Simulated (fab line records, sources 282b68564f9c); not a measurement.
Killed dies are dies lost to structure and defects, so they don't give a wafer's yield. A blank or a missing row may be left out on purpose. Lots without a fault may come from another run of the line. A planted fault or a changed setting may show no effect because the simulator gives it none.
Which tool did it? | flow rit_cmos | 14 lots, 42 wafers sampled, at 2 steps of a route of 202

WHAT THE GAUGES READ, wafer by wafer
The record holds no reading of a measuring or inspecting step that can be judged against a usual standard deviation.

WHICH TOOL RAN EACH LOT (tool, then ch and the chambers of the sampled wafers, then the start)
lot  | RIT_CONTACT_SOFTBAKE_04          | RIT_M1_PROBE_99
L216 | litho_track-01 ch 0, day 3 07:17 | prober-01, day 3 13:32
L217 | litho_track-04 ch 0, day 3 09:56 | prober-02, day 3 15:55
L219 | litho_track-03 ch 0, day 3 22:08 | prober-02, day 4 04:02
L220 | litho_track-03 ch 0, day 4 01:50 | prober-01, day 4 07:47
L221 | litho_track-04 ch 0, day 4 05:58 | prober-02, day 4 12:27
L222 | litho_track-03 ch 0, day 4 10:35 | prober-01, day 4 16:59
L223 | litho_track-01 ch 0, day 4 14:32 | prober-02, day 4 20:34
L224 | litho_track-03 ch 0, day 4 23:25 | prober-01, day 5 05:44
L225 | litho_track-01 ch 0, day 5 06:59 | prober-02, day 5 13:23
L226 | litho_track-03 ch 0, day 5 10:04 | prober-01, day 5 16:19
L227 | litho_track-01 ch 0, day 5 12:10 | prober-02, day 5 18:38
L231 | litho_track-03 ch 0, day 6 09:14 | prober-02, day 6 15:25
L232 | litho_track-03 ch 0, day 6 14:49 | prober-01, day 6 20:44
L236 | litho_track-01 ch 0, day 7 12:11 | prober-01, day 7 18:22
- RIT_CONTACT_SOFTBAKE_04: time 60 s.
- RIT_M1_PROBE_99

WHAT THE TOOLS THEMSELVES READ (means of the sampled wafers that have a number; where no wafer has one, the mark that the record gives instead)
RIT_CONTACT_SOFTBAKE_04. Usual: run_length_s 89.30 s, standard deviation 0.21.
lot  | tool           | run_length_s (s) | flag
L216 | litho_track-01 | 88.98            |
L217 | litho_track-04 | 89.41            |
L219 | litho_track-03 | 89.41            |
L220 | litho_track-03 | 89.38            |
L221 | litho_track-04 | 89.43            |
L222 | litho_track-03 | 89.39            |
L223 | litho_track-01 | 88.87            |
L224 | litho_track-03 | 89.37            |
L225 | litho_track-01 | 88.95            |
L226 | litho_track-03 | 89.41            |
L227 | litho_track-01 | 88.96            |
L231 | litho_track-03 | 92.13            | OFF
L232 | litho_track-03 | 92.00            | OFF
L236 | litho_track-01 | 88.99            |

RIT_M1_PROBE_99. Usual: killed_at_M0_to_M3 0.0, standard deviation 0.18; killed_at_contacts 0.1, standard deviation 0.32; killed_at_front_end 7, standard deviation 3; killed_dies 7, standard deviation 3.1; killed_open 3.3, standard deviation 1.8; killed_short 3.6, standard deviation 2.
lot  | tool      | killed_at_M0_to_M3 | killed_at_contacts | killed_at_front_end | killed_dies | killed_open | killed_short | flag
L216 | prober-01 | 0.0                | 0.3                | 8                   | 9           | 4.3         | 4.3          |
L217 | prober-02 | 0.0                | 0.0                | 8                   | 8           | 3.7         | 4.3          |
L219 | prober-02 | 0.0                | 0.0                | 10                  | 10          | 5.3         | 4.3          |
L220 | prober-01 | 0.0                | 0.0                | 10                  | 10          | 5.0         | 5.3          |
L221 | prober-02 | 0.0                | 0.3                | 4                   | 4           | 2.3         | 2.0          |
L222 | prober-01 | 0.0                | 0.0                | 4                   | 4           | 0.7         | 3.0          |
L223 | prober-02 | 0.0                | 0.0                | 8                   | 8           | 4.0         | 4.0          |
L224 | prober-01 | 0.3                | 0.0                | 7                   | 7           | 4.0         | 2.7          |
L225 | prober-02 | 0.0                | 0.3                | 9                   | 10          | 5.3         | 4.3          |
L226 | prober-01 | 0.0                | 0.0                | 7                   | 7           | 3.0         | 4.3          |
L227 | prober-02 | 0.0                | 0.3                | 5                   | 5           | 3.3         | 2.0          |
L231 | prober-02 | 0.0                | 0.0                | 7                   | 7           | 4.7         | 2.0          |
L232 | prober-01 | 0.0                | 0.0                | 5                   | 5           | 3.0         | 2.3          |
L236 | prober-01 | 0.0                | 0.0                | 4                   | 4           | 2.7         | 1.3          |

THE ANSWER, worked out from the rows above alone
Rule: a lot is off if the mean of its wafers that have a number lies more than 3 standard deviations from the usual mean. A lot without any number at a reading at which 4 lots or more have one is off too. The other lots that the step has rows for count as sound. The gauges are gone through in route order, then the tools' own readings, and for those a lot's mean is taken as printed above. The first step at which some lot is off is used, and at that step the reading that is off furthest; a lot without a number counts as furthest.
Off: L231, L232, at RIT_CONTACT_SOFTBAKE_04 (run_length_s).
A tool fits if, at that step or a process step before it, it ran every lot that is off, and no sound lot after the first of them. One fits: litho_track-03 at RIT_CONTACT_SOFTBAKE_04. Its last sound lot is L226 (day 5 10:04), its first lot that is off L231 (day 6 09:14): a fault that began between those two fits.
The tool's own readings at RIT_CONTACT_SOFTBAKE_04 bear it out: on the lots that are off they differ by more than 5 times the standard deviation of the sound lots' means. run_length_s reads 92.06 s there against 89.21 s on the sound lots.

WHAT THE SIMULATOR HAD PUT IN
Process parameter drift: litho_track-03, from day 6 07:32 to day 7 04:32, at RIT_CONTACT_SOFTBAKE_04. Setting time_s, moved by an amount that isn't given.
Lots struck among those shown: L231, L232. The rule above found the same.
